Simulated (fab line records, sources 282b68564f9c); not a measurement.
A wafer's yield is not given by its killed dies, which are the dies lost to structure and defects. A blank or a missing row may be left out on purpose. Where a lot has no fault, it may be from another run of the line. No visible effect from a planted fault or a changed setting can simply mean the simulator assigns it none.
fab line records	flow ritCmos
record lots=6	wafers=18	lastDay=7
route steps=202 shown M1@186
lots that met no fault: taken from a fault-free run of the same line
startH: hours from the record's first day to the start of the lot's first wafer shown	waitH: time in hours since the lot's previous step	" as in the row above	L1.1+2: one row covering several wafers at once	- no value, or no start given	* or withheld: withheld	< > ~ a bound
route shown NAME@n: a module of which the file shows steps, and the number in the route of the first	usual: average and standard deviation across the fault-free wafers	same: alike in all rows	chamber/n: place in a boat	sites: each site's reading	_std_site: how widely they spread, as a standard deviation	_edge_site: the outer-site mean with the inner-site mean subtracted	radiusMm: how far each site lies from the wafer's centre	mask NAME#n: copy n	behind: the last tool/chamber to shape the wafer	hold: cause of the lot's hold/its duration in hours/its outcome	device: transistor that didn't switch, given as n, p or np	end of line: tests run on the same wafers once the route is complete	a step given without rows: its recipe and nothing more	killed: count of dies lost to structure and defects at first sort (not the wafer's yield)	map: per-die view of a wafer (x killed, . not killed, _ where there is no die)
set.NAME: the setting as run; set.NAME@STEP: as run at that earlier step	model.NAME: the simulator's own value behind a step, which no gauge read
lots at some steps of the route; a table a step, a row a wafer
services: from which hour (startH, from the record's first day; less than 0 if before it) a tool's chamber was out of use, for how many hours, and why
## steps
# step RIT_M1_THK_MEAS_02
# recipe thkMeasGauge=xrf	reads=Al_of_M1_SPUTTER_00
# usual M1_AL_THK=402/5
lot.wafer	tool	chamber	startH	waitH	M1_AL_THK[nm]
L590.1	filmMetro-02	-	53.20	0.1	393
L590.2	"	-	"	"	391
L590.6	"	-	"	"	391
L597.1	filmMetro-01	-	89.81	0.1	398
L597.3	"	-	"	"	399
L597.4	"	-	"	"	397
L598.1	filmMetro-01	-	93.81	0.1	406
L598.2	"	-	"	"	406
L598.6	"	-	"	"	402
L609.2	filmMetro-01	-	149.54	0.1	407
L609.3	"	-	"	"	410
L609.5	"	-	"	"	408
L610.1	filmMetro-01	-	152.70	0.1	403
L610.4	"	-	"	"	404
L610.5	"	-	"	"	404
L611.2	filmMetro-04	-	160.02	0.1	403
L611.3	"	-	"	"	405
L611.4	"	-	"	"	409
# step RIT_M1_HMDS_03
# recipe primeTimeS=60	primeTempC=140
# step RIT_M1_COAT_04
# recipe resist=NOVOLAK	spinRpm=2000	resistThkNm=1300
# step RIT_M1_SOFTBAKE_05
# recipe resist=NOVOLAK	tempC=90	timeS=60
# step RIT_M1_EXPOSE_06
# recipe maskId=M12	na=0.6	sourceShape=conventional	sigmaOuter=0.5	targetCdNm=2600	doseMj=250
# step RIT_M1_PEB_07
# recipe resist=NOVOLAK	tempC=withheld	timeS=withheld
# step RIT_M1_DEVELOP_08
# recipe resist=NOVOLAK	developTimeS=68	devTempC=23
# step RIT_M1_CD_MEAS_09
# recipe targetCdNm=2600
# usual cdNm=2599.2/2.5
lot.wafer	tool	chamber	startH	waitH	cdNm
L590.1	cdSem-02	-	54.14	-	2599.0
L590.2	"	-	"	"	2598.1
L590.6	"	-	"	"	2597.6
L597.1	cdSem-02	-	90.75	-	2599.2
L597.3	"	-	"	"	2597.8
L597.4	"	-	"	"	2598.8
L598.1	cdSem-02	-	94.75	-	2599.3
L598.2	"	-	"	"	2597.1
L598.6	"	-	"	"	2600.4
L609.2	cdSem-01	-	150.49	-	2603.6
L609.3	"	-	"	"	2600.2
L609.5	"	-	"	"	2602.0
L610.1	cdSem-01	-	153.76	-	2601.7
L610.4	"	-	"	"	2596.7
L610.5	"	-	"	"	2600.6
L611.2	cdSem-02	-	161.21	-	2605.2
L611.3	"	-	"	"	2603.3
L611.4	"	-	"	"	2605.3
# step RIT_M1_OVL_MEAS_10
# usual M1_OVL=0.0/1.5
lot.wafer	tool	chamber	startH	waitH	M1_OVL[nm]
L590.1	overlay-02	-	54.26	0.1	3.2
L590.2	"	-	"	"	2.9
L590.6	"	-	"	"	3.2
L597.1	overlay-01	-	90.87	0.1	0.4
L597.3	"	-	"	"	-0.1
L597.4	"	-	"	"	-0.5
L598.1	overlay-01	-	94.87	0.1	-0.9
L598.2	"	-	"	"	-1.0
L598.6	"	-	"	"	-0.6
L609.2	overlay-02	-	150.60	0.1	-2.1
L609.3	"	-	"	"	-1.5
L609.5	"	-	"	"	-0.3
L610.1	overlay-01	-	153.88	0.1	0.0
L610.4	"	-	"	"	-1.6
L610.5	"	-	"	"	0.5
L611.2	overlay-01	-	161.32	0.1	-0.2
L611.3	"	-	"	"	-0.3
L611.4	"	-	"	"	0.2
# step RIT_M1_HARDBAKE_11
# recipe resist=NOVOLAK	tempC=140	timeS=120
# step RIT_M1_METAL_ETCH_12
# recipe stopOn=SiO2	chemistry=Cl2/BCl3	target=Al	timeS=165	overEtchFrac=0.5	pressureMtorr=100	targetDepthA=6000	rfW=250	Cl2_flow_sccm=60	bcl3FlowSccm=50
# usual drypumpMotorCurrentA=6.0/0.53	oesProductAu=0.774/0.012	throttleValvePct=8.33/0.086
lot.wafer	tool	chamber	startH	waitH	drypumpMotorCurrentA	oesProductAu	rfHoursCounterH	throttleValvePct
L590.1	rieMetal-04	1	54.54	0.2	6.2	0.764	35	8.30
L590.2	"	1	"	"	6.2	0.765	-	8.30
L590.6	"	1	"	"	6.2	0.762	-	8.31
L597.1	rieMetal-02	0	91.16	0.2	5.5	0.763	1	8.23
L597.3	"	1	"	"	6.0	0.762	-	8.44
L597.4	"	0	"	"	5.5	0.764	-	8.24
L598.1	rieMetal-01	0	95.15	0.2	6.9	0.775	3	8.33
L598.2	"	1	"	"	5.3	0.795	3	8.40
L598.6	"	0	"	"	6.8	0.765	-	8.34
L609.2	rieMetal-02	1	150.88	0.2	6.0	0.766	2	8.45
L609.3	"	1	"	"	6.0	0.765	-	8.45
L609.5	"	1	"	"	6.0	0.767	-	8.45
L610.1	rieMetal-01	0	154.17	0.2	6.8	0.770	4	8.35
L610.4	"	0	"	"	6.8	0.763	-	8.34
L610.5	"	1	"	"	5.3	0.795	-	8.40
L611.2	rieMetal-04	0	161.61	0.2	6.4	0.770	0	8.06
L611.3	"	0	"	"	6.5	0.776	-	8.05
L611.4	"	1	"	"	6.3	0.786	-	8.29
# step RIT_M1_STRIP_13
# recipe chemistry=nmp	resist=NOVOLAK	tempC=80	timeS=600	dry=n2Spin
# step RIT_M1_STRIP_14
# recipe chemistry=O2	timeS=180	platenTempC=withheld	powerW=500	pressureMtorr=4000	o2FlowSccm=4000
# usual drypumpMotorCurrentA=5.3/0.41	rfReflPowerW=7.2/0.82
lot.wafer	tool	chamber	startH	waitH	drypumpMotorCurrentA	rfHoursCounterH	rfReflPowerW
L590.1	plasmaAsher-03	0	55.04	0.0	4.7	39	6.2
L590.2	"	1	"	"	5.9	39	6.8
L590.6	"	1	"	"	5.9	-	7.0
L597.1	plasmaAsher-03	1	91.50	0.0	5.8	43	6.7
L597.3	"	1	"	"	5.8	-	6.8
L597.4	"	0	"	"	4.7	-	6.3
L598.1	plasmaAsher-03	1	95.49	0.0	5.8	44	6.8
L598.2	"	0	"	"	4.7	44	6.5
L598.6	"	0	"	"	4.7	-	6.3
L609.2	plasmaAsher-01	1	151.21	0.0	5.5	52	8.3
L609.3	"	0	"	"	5.3	-	6.3
L609.5	"	1	"	"	5.6	-	8.2
L610.1	plasmaAsher-02	0	154.51	0.0	5.7	37	6.8
L610.4	"	1	"	"	4.8	-	8.4
L610.5	"	1	"	"	4.7	-	8.1
L611.2	plasmaAsher-01	0	161.95	0.0	5.3	53	6.4
L611.3	"	0	"	"	5.3	-	6.7
L611.4	"	1	"	"	5.5	-	8.4
# step RIT_M1_CD_MEAS_90
# recipe targetCdNm=2600
# usual cdNm=2599.3/2.6
lot.wafer	tool	chamber	startH	waitH	cdNm
L590.1	cdSem-01	-	55.22	0.1	2598.7
L590.2	"	-	"	"	2597.7
L590.6	"	-	"	"	2597.1
L597.1	cdSem-02	-	91.67	0.1	2600.8
L597.3	"	-	"	"	2597.4
L597.4	"	-	"	"	2600.3
L598.1	cdSem-02	-	95.77	0.2	2599.5
L598.2	"	-	"	"	2596.8
L598.6	"	-	"	"	2599.4
L609.2	cdSem-01	-	151.41	0.1	2602.7
L609.3	"	-	"	"	2599.8
L609.5	"	-	"	"	2602.6
L610.1	cdSem-01	-	154.68	0.1	2602.4
L610.4	"	-	"	"	2597.8
L610.5	"	-	"	"	2601.6
L611.2	cdSem-01	-	162.15	0.1	2605.4
L611.3	"	-	"	"	2604.1
L611.4	"	-	"	"	2605.2
# step RIT_M1_ANNEAL_15
# recipe tempC=450	timeS=1800	ambient=forming_gas_H2N2
# step RIT_M1_BOW_MEAS_16
# recipe mode=bow
# usual M1_BOW=16/6.6
lot.wafer	tool	chamber	startH	waitH	M1_BOW[um]
L590.1	filmMetro-01	-	56.84	0.0	10
L590.2	"	-	"	"	18
L590.6	"	-	"	"	23
L597.1	filmMetro-01	-	93.31	0.0	18
L597.3	"	-	"	"	3
L597.4	"	-	"	"	19
L598.1	filmMetro-02	-	98.55	0.0	9
L598.2	"	-	"	"	15
L598.6	"	-	"	"	9
L609.2	filmMetro-01	-	153.37	0.0	20
L609.3	"	-	"	"	5
L609.5	"	-	"	"	10
L610.1	filmMetro-01	-	156.30	0.0	23
L610.4	"	-	"	"	13
L610.5	"	-	"	"	13
L611.2	filmMetro-04	-	163.77	0.0	25
L611.3	"	-	"	"	13
L611.4	"	-	"	"	18
# step RIT_M1_PROBE_99
# usual defectLimitedYield=97.5/1.2	killed_at_M0_to_M3=0.0/0.22	killedAtFrontEnd=7/3.1	killedDies=7/3.1	killedOnRim=1.6/1.3	killedOpen=3.2/2.1	killedShort=3.4/2	sort_bin_3_pad_short=0.1/0.2	sort_bin_5_function=1.5/0.82	sort_bin_6_memory=0.9/0.63	sortNPass=257/3.1	sortYieldPct=97.5/1.2
# same grossDies=264	killed_at_M4_up=0	killedAtBackSide=0	killedAtContacts=0	killedAtOther=0
lot.wafer	tool	chamber	startH	waitH	defectLimitedYield[%]	killed_at_M0_to_M3	killedAtFrontEnd	killedDies	killedOnRim	killedOpen	killedShort	sort_bin_3_pad_short[%]	sort_bin_5_function[%]	sort_bin_6_memory[%]	sortNPass	sortYieldPct[%]	model.etest.tester.sortNPass	model.etest.tester.sortYieldPct	model.etest.tester.sort_bin_5_pct
L590.1	prober-02	-	56.96	0.1	98.1	0	5	5	3	2	3	0	0.4	1.5	259	98.1	259	98.11	0.3788
L590.2	prober-02	-	57.01	0.1	97.7	0	6	6	2	2	4	0	1.1	1.1	258	97.7	258	97.73	1.136
L590.6	prober-02	-	57.21	0.2	98.5	0	4	4	1	2	2	0	0.4	1.1	260	98.5	260	98.48	0.3788
L597.1	prober-01	-	93.43	0.1	86.4	24	12	36	12	7	5	1.9	9.1	2.7	228	86.4	228	86.36	9.091
L597.3	prober-01	-	93.53	0.2	87.9	21	11	32	11	7	4	1.5	9.1	1.5	232	87.9	232	87.88	9.091
L597.4	prober-01	-	93.58	0.2	98.5	0	4	4	1	1	3	0.4	0.4	0.8	260	98.5	260	98.48	0.3788
L598.1	prober-02	-	98.67	0.1	89.8	24	3	27	8	1	2	1.9	6.4	1.9	237	89.8	237	89.77	6.439
L598.2	prober-02	-	98.72	0.1	98.5	0	4	4	1	2	2	0	1.5	0	260	98.5	260	98.48	1.515
L598.6	prober-02	-	98.92	0.2	97.0	0	8	8	1	4	4	0	2.7	0.4	256	97.0	256	96.97	2.652
L609.2	prober-02	-	153.52	0.1	96.6	0	9	9	2	3	6	0.8	1.1	1.5	255	96.6	255	96.59	1.136
L609.3	prober-02	-	153.57	0.2	99.2	0	2	2	1	2	0	0	0.4	0.4	262	99.2	262	99.24	0.3788
L609.5	prober-02	-	153.67	0.2	95.1	0	13	13	1	9	4	0.4	3.8	0.8	251	95.1	251	95.08	3.788
L610.1	prober-01	-	156.42	0.1	98.1	0	5	5	2	2	3	0.4	1.1	0.4	259	98.1	259	98.11	1.136
L610.4	prober-01	-	156.57	0.2	98.1	0	5	5	1	3	2	0	0.8	1.1	259	98.1	259	98.11	0.7576
L610.5	prober-01	-	156.62	0.2	97.3	0	7	7	0	1	6	0.8	0.8	1.1	257	97.3	257	97.35	0.7576
L611.2	prober-02	-	163.92	0.1	96.2	0	10	10	3	7	3	0	2.3	1.5	254	96.2	254	96.21	2.273
L611.3	prober-02	-	163.97	0.2	96.6	0	9	9	2	4	5	0	1.9	1.5	255	96.6	255	96.59	1.894
L611.4	prober-02	-	164.02	0.2	97.0	0	8	8	2	3	5	0.4	1.5	1.1	256	97.0	256	96.97	1.515
# killed by level:class
L590.1 FOX2:geometricParticle:short=1 GATE:geometricParticle:open=1 GATE:geometricParticle:short=1 SPACER:geometricParticle:open=1 SPACER:geometricParticle:short=1
L590.2 GATE:geometricParticle:short=2 FOX1:geometricParticle:open=1 FOX2:geometricParticle:short=1 GATE:geometricParticle:open=1 REOX:geometricParticle:short=1
L590.6 REOX:geometricParticle:short=2 GATE:geometricParticle:open=1 REOX:geometricParticle:open=1
L597.1 M1:unspecified=24 REOX:geometricParticle:open=2 SPACER:geometricParticle:open=2 SPACER:geometricParticle:short=2 SILICIDE:geometricParticle:open=2 SILICIDE:geometricParticle:short=2 GATE:geometricParticle:open=1 REOX:geometricParticle:short=1
L597.3 M1:unspecified=21 GATE:geometricParticle:open=2 REOX:geometricParticle:short=2 SPACER:geometricParticle:open=2 FOX2:geometricParticle:open=1 FOX2:geometricParticle:short=1 GATE:geometricParticle:short=1 REOX:geometricParticle:open=1
L597.4 GATE:geometricParticle:short=1 GATE:geometricParticle:open=1 REOX:geometricParticle:short=1 SILICIDE:geometricParticle:short=1
L598.1 M1:unspecified=24 ACTIVE:geometricParticle:short=1 REOX:geometricParticle:open=1 REOX:geometricParticle:short=1
L598.2 GATE:geometricParticle:short=2 FOX1:geometricParticle:open=1 REOX:geometricParticle:open=1
L598.6 FOX1:geometricParticle:short=2 FOX2:geometricParticle:open=1 FOX2:geometricParticle:short=1 GATE:geometricParticle:open=1 REOX:geometricParticle:short=1 REOX:geometricParticle:open=1 SILICIDE:geometricParticle:open=1
L609.2 GATE:geometricParticle:short=3 GATE:geometricParticle:open=3 REOX:geometricParticle:short=1 SPACER:geometricParticle:short=1 SILICIDE:geometricParticle:short=1
L609.3 GATE:geometricParticle:open=2
L609.5 SPACER:geometricParticle:open=3 FOX1:geometricParticle:short=2 GATE:geometricParticle:open=2 REOX:geometricParticle:open=2 FOX1:geometricParticle:open=1 FOX2:geometricParticle:open=1 GATE:geometricParticle:short=1 REOX:geometricParticle:short=1
L610.1 FOX1:geometricParticle:short=2 FOX1:geometricParticle:open=1 FOX2:geometricParticle:open=1 SPACER:geometricParticle:short=1
L610.4 FOX1:geometricParticle:open=2 FOX2:geometricParticle:open=1 GATE:geometricParticle:short=1 SILICIDE:geometricParticle:short=1
L610.5 FOX2:geometricParticle:short=2 GATE:geometricParticle:short=2 FOX1:geometricParticle:short=1 REOX:geometricParticle:open=1 SPACER:geometricParticle:short=1
L611.2 FOX1:geometricParticle:open=2 GATE:geometricParticle:open=2 SPACER:geometricParticle:open=2 GATE:geometricParticle:short=1 REOX:geometricParticle:short=1 SPACER:geometricParticle:short=1 SILICIDE:geometricParticle:open=1
L611.3 GATE:geometricParticle:open=2 REOX:geometricParticle:short=2 FOX1:geometricParticle:short=1 GATE:geometricParticle:short=1 REOX:geometricParticle:open=1 SILICIDE:geometricParticle:open=1 SILICIDE:geometricParticle:short=1
L611.4 GATE:geometricParticle:short=2 SPACER:geometricParticle:short=2 FOX1:geometricParticle:open=1 GATE:geometricParticle:open=1 REOX:geometricParticle:short=1 SPACER:geometricParticle:open=1
# map L597.1 (x killed, . not)
________......._______
_____.............____
____..x.x..........___
___.................__
__..................._
__x.........x........_
_.x...................
_...x.........x.....x.
_..xx.xx..............
_xxxx.xx..............
__xxxxx.............._
__xxxx.x.....x......._
___xxxx.............__
____x..............___
_____.x.........x.____
________......._______
# map L598.1 (x killed, . not)
________......._______
_____.............____
____...............___
___.................__
__...............x..._
__..................._
_.....................
_.....................
_xxxxx................
_xxxxxx...............
__xxxxx.............._
__xxxxxx............._
___xxx..............__
____............x..___
_____.............____
________......._______
## services
tool	chamber	startH	hours	kind
rieMetal-02	-	92.71	0.1	repair
rieMetal-04	1	105.00	9.8	repair
plasmaAsher-02	-	112.24	1.4	repair
rieMetal-04	-	136.12	20.0	pm
rieMetal-04	0	136.12	20.0	ventCycle
rieMetal-04	1	136.12	20.0	ventCycle
plasmaAsher-02	-	136.57	2.0	repair
rieMetal-01	1	147.42	6.3	repair
plasmaAsher-03	-	154.80	15.6	pm
rieMetal-04	0	156.12	-	clean
rieMetal-04	1	156.12	-	clean
## key
firstSign step=RIT_M1_PROBE_99	reading=killed_at_M0_to_M3	direction=up	sigmas=23	usual=0.0	struck=23
effect step=RIT_M1_PROBE_99	reading=sort_bin_5_function	direction=up	sigmas=8.2	usual=1.5	struck=8.2
modelEffect step=RIT_M1_PROBE_99	value=etest.tester.sortNPass	without=254.7	struck=232.3
metAt RIT_M1_STRIP_14
struckWafers L597.1,L597.3,L598.1
onsetBetween 55.04 91.50
fault kind=chamberParticleSource	tool=plasmaAsher-03	chamber=1	onsetH=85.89	steps=RIT_M1_STRIP_14	ratePerVisitCm2=0.5003	endH=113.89
